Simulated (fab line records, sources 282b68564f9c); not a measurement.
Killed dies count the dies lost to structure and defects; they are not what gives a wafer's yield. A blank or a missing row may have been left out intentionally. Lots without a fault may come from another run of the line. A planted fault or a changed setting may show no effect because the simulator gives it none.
A lot that was struck, set against a sound lot ; flow rit_cmos ; 14 steps out of a route of 202
Sound: these wafers, L363.1, L363.5, L363.6. Wafers L360.1, L360.3, L360.6 were the ones struck. The cause is named last.
For every step that has rows: the tool of each side, followed by ch and its chambers, followed by its first start. Under that, the readings that differ: sound wafers ; struck wafers ; difference of the means ; sigmas: that difference in standard deviations of wafers without a fault.
alike: readings with means less than 2 such deviations apart, plus words and numbers identical on both sides. not compared: withheld readings, readings lacking a value on some wafer, bounds such as >300 that could conceal the same value, and numbers that have no deviation in the record and whose values overlap.
A row with sigmas, a row that says differs or no value, or rows on one side alone: a step with any of these is where the two part. When numbers do not overlap yet have no deviation, they are printed without sigmas and do not part them. A reading missing from all wafers of one side parts the sides only when that side holds two or more wafers.

first, 3 steps without rows for these wafers: RIT_NLDD_EXPOSE_03 (exposes mask M7, target cd 40700 nm); RIT_NLDD_PEB_04; RIT_NLDD_DEVELOP_05 (develop time 50 s).
RIT_NLDD_OVL_MEAS_06:
  sound on overlay-01, day 5 22:26; struck on overlay-02, day 5 07:21
  alike: NLDD_OVL
then, 2 steps without rows for these wafers: RIT_NLDD_HARDBAKE_07 (time 60 s); RIT_NLDD_IMPLANT_08.
RIT_NLDD_STRIP_09: strips in O2, time 180 s.
  sound on plasma_asher-01 ch 0,1, day 5 22:46; struck on plasma_asher-04 ch 1, day 5 07:41
  alike: drypump_motor_current_A
  not compared: rf_hours_counter_h
RIT_NLDD_TW_MEAS_10:
  sound on film_metro-02, day 5 22:56; struck on film_metro-02, day 5 07:52
  alike: NLDD_TW
then, 4 steps without rows for these wafers: RIT_PLDD_HMDS_00 (prime time 60 s); RIT_PLDD_COAT_01 (resist thk 1000 nm); RIT_PLDD_SOFTBAKE_02 (time 60 s); RIT_PLDD_EXPOSE_03 (exposes mask M8, target cd 40900 nm).
RIT_PLDD_PEB_04:
  struck on litho_track-01, day 5 08:44; sound on litho_track-04 ch 0, day 5 23:34
reading;sound;struck;difference;sigmas
exhaust_pa (Pa);45.3 45.7 45.2;- - -;no value on the struck wafers;
  not compared: chill_plate_temp_C
then, 1 step without rows for these wafers: RIT_PLDD_DEVELOP_05 (develop time 50 s).

WHERE THEY PART
Only at RIT_PLDD_PEB_04, as far as this record shows.

WHY: whatever the simulator had introduced
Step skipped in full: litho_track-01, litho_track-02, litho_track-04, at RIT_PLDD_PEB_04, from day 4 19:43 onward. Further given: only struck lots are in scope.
